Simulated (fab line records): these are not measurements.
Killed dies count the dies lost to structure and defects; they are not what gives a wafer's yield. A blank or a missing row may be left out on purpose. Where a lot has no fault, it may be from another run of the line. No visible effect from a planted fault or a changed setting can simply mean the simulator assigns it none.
A struck lot beside a sound one | flow rit-cmos | 39 steps out of a route of 202
Sound: the wafers L936.2, L936.3, L936.4. The struck wafers were L943.1, L943.4, L943.6. The cause is given at the end.
At each step with rows: each side's tool, then ch and its chambers, then its first start. Under that, the readings that differ: sound wafers | struck wafers | difference of the means | sigmas: that difference in standard deviations of wafers without a fault.
alike: words and numbers the same on both sides, and readings whose means are apart by under 2 such deviations; not compared: readings that were withheld, readings missing a value for some wafer, numbers with overlapping values and no deviation given by the record, and bounds like >300 which may hide the same value.
Wherever a step has rows on one side only, a row that says differs or no value, or a row with sigmas, the two part there. Non-overlapping numbers with no deviation appear without sigmas and do not part them. A reading missing from all wafers of one side parts the sides only when that side holds two or more wafers.

first, 6 steps without rows for these wafers: RIT_NLDD_HMDS_00 (prime time 60 s); RIT_NLDD_COAT_01 (resist thk 1000 nm); RIT_NLDD_SOFTBAKE_02 (time 60 s); RIT_NLDD_EXPOSE_03 (exposes mask M7, target cd 40700 nm); RIT_NLDD_PEB_04; RIT_NLDD_DEVELOP_05 (develop time 50 s).
RIT_NLDD_OVL_MEAS_06:
  sound on overlay-01, day 4 11:10; struck on overlay-02, day 5 22:22
  alike: NLDD_OVL
then, 2 steps without rows for these wafers: RIT_NLDD_HARDBAKE_07 (time 60 s); RIT_NLDD_IMPLANT_08.
RIT_NLDD_STRIP_09: strips in O2, time 180 s.
  sound on plasma-asher-04 ch 0,1, day 4 11:29; struck on plasma-asher-04 ch 0,1, day 5 22:42
  alike: drypump-motor-current-A, o2-flow-sccm
  not compared: rf-hours-counter-h
RIT_NLDD_TW_MEAS_10:
  sound on film-metro-02, day 4 11:40; struck on film-metro-01, day 5 22:53
  alike: NLDD_TW
then, 1 step without rows for these wafers: RIT_PLDD_HMDS_00 (prime time 60 s).
RIT_PLDD_COAT_01: resist thk 1000 nm.
  sound on litho-track-03 ch 0, day 4 11:54; struck on litho-track-03, day 5 23:05
  no value came back on the struck wafers for chill-plate-temp-C (C), dispense-pressure-kPa (kPa); on the sound wafers chill-plate-temp-C (C) reads 23.18 23.12 23.13
then, 4 steps without rows for these wafers: RIT_PLDD_SOFTBAKE_02 (time 60 s); RIT_PLDD_EXPOSE_03 (exposes mask M8, target cd 40900 nm); RIT_PLDD_PEB_04; RIT_PLDD_DEVELOP_05 (develop time 51.36 s).
RIT_PLDD_OVL_MEAS_06:
  sound on overlay-02, day 4 12:42; struck on overlay-02, day 5 23:55
  reading       | sound          | struck | difference                    | sigmas
  PLDD_OVL (nm) | -1.3 -0.7 -2.5 | - - -  | no value on the struck wafers |
then, 2 steps without rows for these wafers: RIT_PLDD_HARDBAKE_07 (time 60 s); RIT_PLDD_IMPLANT_08.
RIT_PLDD_STRIP_09: strips in O2, time 180 s.
  sound on plasma-asher-04 ch 0,1, day 4 13:20; struck on plasma-asher-03 ch 0,1, day 6 00:15
  reading                     | sound          | struck         | difference | sigmas
  drypump-motor-current-A (A) | 6.34 6.36 5.86 | 5.61 6.00 5.58 | -0.46      | -2
  alike: o2-flow-sccm
  not compared: rf-hours-counter-h
RIT_PLDD_TW_MEAS_10:
  sound on film-metro-02, day 4 13:31; struck on film-metro-03, day 6 00:25
  alike: PLDD_TW
then, 4 steps without rows for these wafers: RIT_SPACER_CLEAN_00 (cleans in SC1, time 600 s); RIT_SPACER_CLEAN_01 (cleans in dHF, time 30 s); RIT_SPACER_CLEAN_02 (cleans in SC2, time 600 s); RIT_SPACER_CVD_03 (deposits Si3N4 from SiH2Cl2/NH3, target thk 250 nm, time 3300 s).
RIT_SPACER_THK_MEAS_04:
  sound on film-metro-02, day 4 15:53; struck on film-metro-04, day 6 02:46
  alike: SPACER_NITRIDE_THK
RIT_SPACER_ETCHBACK_05: etches Si3N4 in SF6/CHF3, stops on SiO2, target depth 250 nm, time 240 s.
  sound on rie-diel-02 ch 0,1,2, day 4 15:56; struck on rie-diel-02 ch 0,1,2, day 6 02:50
  alike: SF6_flow_sccm, drypump-motor-current-A, oes-product-au, throttle-valve-pct
  not compared: rf-hours-counter-h
then, 6 steps without rows for these wafers: RIT_NSD_HMDS_00 (prime time 60 s); RIT_NSD_COAT_01 (resist thk 1000 nm); RIT_NSD_SOFTBAKE_02 (time 60 s); RIT_NSD_EXPOSE_03 (exposes mask M9, target cd 40700 nm); RIT_NSD_PEB_04; RIT_NSD_DEVELOP_05 (develop time 50 s).
RIT_NSD_OVL_MEAS_06:
  sound on overlay-02, day 4 17:04; struck on overlay-01, day 6 03:50
  alike: NSD_OVL
then, 2 steps without rows for these wafers: RIT_NSD_HARDBAKE_07 (time 60 s); RIT_NSD_IMPLANT_08.
RIT_NSD_STRIP_09: strips in O2, time 180 s.
  sound on plasma-asher-02 ch 0,1, day 4 17:23; struck on plasma-asher-03 ch 0,1, day 6 04:11
  alike: drypump-motor-current-A, o2-flow-sccm
  not compared: rf-hours-counter-h
RIT_NSD_TW_MEAS_10:
  sound on film-metro-01, day 4 17:35; struck on film-metro-02, day 6 04:35
  reading | sound          | struck         | difference | sigmas
  NSD_TW  | 3095 3099 3100 | 3274 3268 3283 | +177       | +11
  not compared: hold

== WHERE THEY PART ==
Earliest at RIT_PLDD_COAT_01; latest, in this record, at RIT_NSD_TW_MEAS_10.

WHY: whatever the simulator had introduced
Step skipped in full: litho-track-03, at RIT_PLDD_COAT_01, from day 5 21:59 onward. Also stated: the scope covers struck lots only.
